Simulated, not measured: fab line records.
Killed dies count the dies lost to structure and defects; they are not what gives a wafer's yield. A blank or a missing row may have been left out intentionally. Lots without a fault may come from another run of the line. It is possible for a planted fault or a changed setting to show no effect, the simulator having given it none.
Which of the tools did it? / flow rit-cmos / 15 lots with 45 wafers sampled at 5 steps, on a route of 202 steps

## WHAT THE GAUGES READ, wafer by wafer
RIT_ACTIVE_THK_MEAS_02. Usual: for ACTIVE_OXIDE_THK the level is 45.8 nm and the standard deviation is 0.82.
lot=L870; measured=day 1 17:04; on=film-metro-03; ACTIVE_OXIDE_THK (nm)=46.0 46.0 46.0; flag=
lot=L871; measured=day 1 22:07; on=film-metro-02; ACTIVE_OXIDE_THK (nm)=46.4 46.0 46.2; flag=
lot=L872; measured=day 2 03:07; on=film-metro-02; ACTIVE_OXIDE_THK (nm)=45.3 46.7 45.9; flag=
lot=L873; measured=day 2 08:58; on=film-metro-03; ACTIVE_OXIDE_THK (nm)=44.9 45.2 44.6; flag=
lot=L877; measured=day 3 04:04; on=film-metro-04; ACTIVE_OXIDE_THK (nm)=44.4 43.5 44.1; flag=
lot=L882; measured=day 4 05:03; on=film-metro-03; ACTIVE_OXIDE_THK (nm)=45.3 47.2 45.4; flag=
lot=L883; measured=day 4 11:56; on=film-metro-03; ACTIVE_OXIDE_THK (nm)=46.0 46.7 46.2; flag=
lot=L884; measured=day 4 15:03; on=film-metro-04; ACTIVE_OXIDE_THK (nm)=45.0 44.9 44.9; flag=
lot=L885; measured=day 4 21:01; on=film-metro-04; ACTIVE_OXIDE_THK (nm)=45.0 45.1 45.3; flag=
lot=L886; measured=day 5 01:04; on=film-metro-02; ACTIVE_OXIDE_THK (nm)=46.8 46.3 45.6; flag=
lot=L887; measured=day 5 07:28; on=film-metro-02; ACTIVE_OXIDE_THK (nm)=46.0 45.7 45.9; flag=
lot=L888; measured=day 5 12:11; on=film-metro-03; ACTIVE_OXIDE_THK (nm)=45.5 45.7 45.6; flag=
lot=L889; measured=day 5 16:16; on=film-metro-02; ACTIVE_OXIDE_THK (nm)=45.7 45.4 44.9; flag=
lot=L890; measured=day 5 21:18; on=film-metro-04; ACTIVE_OXIDE_THK (nm)=45.2 45.8 45.9; flag=
lot=L891; measured=day 6 04:57; on=film-metro-04; ACTIVE_OXIDE_THK (nm)=46.4 46.7 45.9; flag=

RIT_FOX1_THK_MEAS_01. Usual: for FOX1_OXIDE_THK the level is 349 nm and the standard deviation is 6.3.
lot=L870; measured=day 1 23:26; on=film-metro-02; FOX1_OXIDE_THK (nm)=356 356 349; flag=
lot=L871; measured=day 2 04:25; on=film-metro-02; FOX1_OXIDE_THK (nm)=342 344 343; flag=
lot=L872; measured=day 2 08:50; on=film-metro-01; FOX1_OXIDE_THK (nm)=345 343 340; flag=
lot=L873; measured=day 2 15:14; on=film-metro-02; FOX1_OXIDE_THK (nm)=541 528 539; flag=OFF
lot=L877; measured=day 3 11:04; on=film-metro-01; FOX1_OXIDE_THK (nm)=517 509 504; flag=OFF
lot=L882; measured=day 4 12:53; on=film-metro-01; FOX1_OXIDE_THK (nm)=550 536 542; flag=OFF
lot=L883; measured=day 4 17:28; on=film-metro-03; FOX1_OXIDE_THK (nm)=355 352 350; flag=
lot=L884; measured=day 4 20:48; on=film-metro-02; FOX1_OXIDE_THK (nm)=348 351 353; flag=
lot=L885; measured=day 5 01:59; on=film-metro-01; FOX1_OXIDE_THK (nm)=347 341 347; flag=
lot=L886; measured=day 5 08:46; on=film-metro-03; FOX1_OXIDE_THK (nm)=358 360 358; flag=
lot=L887; measured=day 5 14:20; on=film-metro-02; FOX1_OXIDE_THK (nm)=347 340 342; flag=
lot=L888; measured=day 5 17:38; on=film-metro-03; FOX1_OXIDE_THK (nm)=347 352 349; flag=
lot=L889; measured=day 5 21:14; on=film-metro-03; FOX1_OXIDE_THK (nm)=345 344 348; flag=
lot=L890; measured=day 6 06:00; on=film-metro-02; FOX1_OXIDE_THK (nm)=358 356 361; flag=
lot=L891; measured=day 6 11:20; on=film-metro-03; FOX1_OXIDE_THK (nm)=340 339 344; flag=

RIT_NLDD_OVL_MEAS_06. Usual: for NLDD_OVL the level is 0.8 nm and the standard deviation is 1.2.
lot=L870; measured=day 3 01:21; on=overlay-01; NLDD_OVL (nm)=-0.3 -0.3 0.5; flag=
lot=L871; measured=day 3 05:11; on=overlay-02; NLDD_OVL (nm)=0.3 1.8 -1.0; flag=
lot=L872; measured=day 3 09:01; on=overlay-02; NLDD_OVL (nm)=1.4 1.6 3.2; flag=
lot=L873; measured=day 3 20:16; on=overlay-01; NLDD_OVL (nm)=0.8 1.4 -0.4; flag=
lot=L877; measured=day 4 15:16; on=overlay-02; NLDD_OVL (nm)=0.5 -0.5 1.0; flag=
lot=L882; measured=day 5 17:13; on=overlay-01; NLDD_OVL (nm)=0.4 2.7 0.6; flag=
lot=L883; measured=day 5 22:27; on=overlay-01; NLDD_OVL (nm)=1.5 -0.2 1.4; flag=
lot=L884; measured=day 5 22:37; on=overlay-01; NLDD_OVL (nm)=-0.1 -0.7 -1.0; flag=
lot=L885; measured=day 6 02:50; on=overlay-02; NLDD_OVL (nm)=0.2 0.4 -0.2; flag=
lot=L886; measured=day 6 13:52; on=overlay-01; NLDD_OVL (nm)=1.8 1.6 2.4; flag=
lot=L887; measured=day 6 19:20; on=overlay-01; NLDD_OVL (nm)=0.1 1.4 1.8; flag=
lot=L888; measured=day 6 19:06; on=overlay-02; NLDD_OVL (nm)=2.6 2.3 1.9; flag=
lot=L889; measured=day 7 02:49; on=overlay-01; NLDD_OVL (nm)=1.9 1.7 1.1; flag=
lot=L890; measured=day 7 14:26; on=overlay-01; NLDD_OVL (nm)=0.5 0.2 -1.1; flag=
lot=L891; measured=day 7 17:14; on=overlay-01; NLDD_OVL (nm)=0.2 0.3 0.4; flag=

RIT_PSD_OVL_MEAS_06. Usual: for PSD_OVL the level is 1.0 nm and the standard deviation is 1.5.
lot=L870; measured=day 3 08:43; on=overlay-01; PSD_OVL (nm)=1.8 0.7 1.4; flag=
lot=L871; measured=day 3 12:14; on=overlay-02; PSD_OVL (nm)=0.4 0.9 0.3; flag=
lot=L872; measured=day 3 16:00; on=overlay-01; PSD_OVL (nm)=1.0 1.0 1.2; flag=
lot=L877; measured=day 4 22:46; on=overlay-02; PSD_OVL (nm)=2.0 -0.1 1.8; flag=
lot=L882; measured=day 6 00:36; on=overlay-01; PSD_OVL (nm)=2.1 0.4 0.2; flag=
lot=L883; measured=day 6 05:30; on=overlay-02; PSD_OVL (nm)=2.0 1.6 2.4; flag=
lot=L884; measured=day 6 06:02; on=overlay-01; PSD_OVL (nm)=-0.9 -0.2 0.8; flag=
lot=L885; measured=day 6 11:04; on=overlay-02; PSD_OVL (nm)=-0.4 0.9 -0.3; flag=
lot=L886; measured=day 6 20:55; on=overlay-02; PSD_OVL (nm)=1.7 0.7 1.0; flag=
lot=L887; measured=day 7 02:43; on=overlay-01; PSD_OVL (nm)=2.8 3.7 3.8; flag=
lot=L888; measured=day 7 02:01; on=overlay-01; PSD_OVL (nm)=1.5 -0.5 1.5; flag=
lot=L889; measured=day 7 09:53; on=overlay-02; PSD_OVL (nm)=1.8 1.0 1.4; flag=
lot=L890; measured=day 7 21:28; on=overlay-01; PSD_OVL (nm)=-0.1 0.6 -1.6; flag=
lot=L891; measured=day 8 00:18; on=overlay-01; PSD_OVL (nm)=0.8 0.9 1.0; flag=

## WHICH TOOL RAN EACH LOT (tool, then ch and the chambers of the sampled wafers, then the start)
lot=L870; RIT_FOX1_OXIDATION_00=furnace-03 ch 0, day 1 22:07
lot=L871; RIT_FOX1_OXIDATION_00=furnace-01 ch 0, day 2 03:06
lot=L872; RIT_FOX1_OXIDATION_00=furnace-01 ch 0, day 2 07:30
lot=L873; RIT_FOX1_OXIDATION_00=furnace-01 ch 0, day 2 12:27 and furnace-03 ch 0, day 2 13:56
lot=L877; RIT_FOX1_OXIDATION_00=furnace-04 ch 0, day 3 08:05
lot=L882; RIT_FOX1_OXIDATION_00=furnace-03 ch 0, day 4 10:01
lot=L883; RIT_FOX1_OXIDATION_00=furnace-04 ch 0, day 4 16:08
lot=L884; RIT_FOX1_OXIDATION_00=furnace-01 ch 0, day 4 19:29
lot=L885; RIT_FOX1_OXIDATION_00=furnace-01 ch 0, day 5 00:41
lot=L886; RIT_FOX1_OXIDATION_00=furnace-04 ch 0, day 5 07:26
lot=L887; RIT_FOX1_OXIDATION_00=furnace-03 ch 0, day 5 13:01
lot=L888; RIT_FOX1_OXIDATION_00=furnace-01 ch 0, day 5 16:19
lot=L889; RIT_FOX1_OXIDATION_00=furnace-03 ch 0, day 5 19:55
lot=L890; RIT_FOX1_OXIDATION_00=furnace-03 ch 0, day 6 04:41
lot=L891; RIT_FOX1_OXIDATION_00=furnace-01 ch 0, day 6 10:01
- RIT_FOX1_OXIDATION_00: target thk 350.7 nm, ox time 1130 s.

## WHAT THE TOOLS THEMSELVES READ (means of the sampled wafers that have a number; where no wafer has one, the mark that the record gives instead)
The record holds no such reading with a usual standard deviation.

## THE ANSWER, worked out from the rows above alone
Rule: take the mean of a lot's wafers that have a number; if it is more than 3 standard deviations from the usual mean, the lot is off. A lot without any number at a reading at which 4 lots or more have one is off too. Any other lot the step has rows for is counted as sound. After the gauges, taken in route order, come the tools' own readings; for these a lot's mean is taken, as printed above. At the first step where some lot is off, the reading lying furthest off is the one used; lots without a number count as furthest.
Off: at RIT_FOX1_THK_MEAS_01 (FOX1_OXIDE_THK), L873, L877, L882.
A tool fits if, at a process step before that reading, it ran every lot that is off, and no sound lot after the first of them. Gauges at RIT_FOX1_THK_MEAS_01: tried the same way as those tools. Not one of the candidates tried fits.

## WHAT HAD BEEN PUT IN BY THE SIMULATOR
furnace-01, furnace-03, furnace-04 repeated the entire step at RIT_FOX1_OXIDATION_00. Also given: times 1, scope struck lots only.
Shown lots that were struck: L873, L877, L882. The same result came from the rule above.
